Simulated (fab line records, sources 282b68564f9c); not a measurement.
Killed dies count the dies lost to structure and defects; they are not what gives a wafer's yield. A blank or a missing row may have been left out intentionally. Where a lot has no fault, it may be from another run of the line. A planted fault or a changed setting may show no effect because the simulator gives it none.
Struck lot and sound lot, side by side    flow rit cmos    15 out of 202 route steps
Sound: these wafers, L832.1, L832.3, L832.6. Struck: wafers L844.1, L844.3, L844.6. Last of all comes the cause.
Order at every step that has rows: each side's tool, ch and its chambers, its first start. Under that, the readings that differ: sound wafers    struck wafers    difference of the means    sigmas: that difference in standard deviations of wafers without a fault.
alike: same words and numbers on both sides, and readings whose means sit less than 2 such deviations apart. not compared: any withheld reading, any reading some wafer has no value for, any bound like >300 that may hide the same value, and any number with overlapping values for which the record gives no deviation.
Wherever a step has rows on one side only, a row that says differs or no value, or a row with sigmas, the two part there. Numbers that don't overlap but have no deviation are shown without sigmas and don't part them. A reading missing from all wafers of one side parts the sides only when that side holds two or more wafers.

RIT_CONTACT_CVD_00: deposits SiO2 from TEOS, target thk 400 nm, time 61 s.
  sound on pecvd-04 ch 1,2, day 3 17:58; struck on pecvd-04 ch 1,2, day 6 00:41
  alike: heater power w
RIT_CONTACT_THK_MEAS_01:
  sound: film metro-04 at day 3 18:01; struck: film metro-02 at day 6 00:44
  alike: CONTACT_TEOS_THK
then, 6 steps without rows for these wafers: RIT_CONTACT_HMDS_02 (prime time 60 s); RIT_CONTACT_COAT_03 (resist thk 1000 nm); RIT_CONTACT_SOFTBAKE_04 (time 60 s); RIT_CONTACT_EXPOSE_05 (exposes mask M11, target cd 1000 nm); RIT_CONTACT_PEB_06; RIT_CONTACT_DEVELOP_07 (develop time 120 s).
RIT_CONTACT_CD_MEAS_08: target cd 1000 nm.
  sound: cd sem-01 at day 3 19:10; struck: cd sem-01 at day 6 01:46
reading     sound              struck                difference  sigmas
cd nm (nm)  993.0 995.9 995.9  1001.3 1002.3 1004.2  +7.7        +3
RIT_CONTACT_OVL_MEAS_09:
  sound: overlay-01 at day 3 19:17; struck: overlay-01 at day 6 01:53
  alike: CONTACT_OVL
then, 1 step without rows for these wafers: RIT_CONTACT_HARDBAKE_10 (time 60 s).
RIT_CONTACT_ETCH_11: etches SiO2 in CHF3/CF4/Ar, stops on TiSi2, target depth 480 nm, time 320 s.
  sound on rie diel-01 ch 1,2,3, day 3 19:28; struck on rie diel-03 ch 0,2, day 6 02:04
  alike: O2_flow_sccm, drypump motor current A, oes product au, throttle valve pct
  not compared: rf hours counter h
RIT_CONTACT_STRIP_12: strips in O2, time 180 s.
  sound on plasma asher-02 ch 0,1, day 3 19:40; struck on plasma asher-02 ch 0, day 6 02:16
reading           sound              struck             difference  sigmas
run length s (s)  208.6 208.2 208.4  202.6 202.9 202.3  -5.8        -17
  alike: drypump motor current A, o2 flow sccm
  not compared: rf hours counter h
RIT_CONTACT_CD_MEAS_90: target cd 1000 nm.
  sound: cd sem-01 at day 3 19:50; struck: cd sem-02 at day 6 02:26
reading     sound              struck                difference  sigmas
cd nm (nm)  993.2 995.6 995.8  1001.6 1002.0 1004.2  +7.7        +3
RIT_M1_PROBE_99:
  sound: prober-02 at day 4 00:19; struck: prober-02 at day 6 08:05
  alike: killed at front end, killed dies, killed open, killed short

## WHERE THEY PART
Earliest at RIT_CONTACT_CD_MEAS_08; latest, in this record, at RIT_CONTACT_CD_MEAS_90. Later steps at which nothing parts them and some readings are alike: RIT_M1_PROBE_99.

WHY: whatever the simulator had introduced
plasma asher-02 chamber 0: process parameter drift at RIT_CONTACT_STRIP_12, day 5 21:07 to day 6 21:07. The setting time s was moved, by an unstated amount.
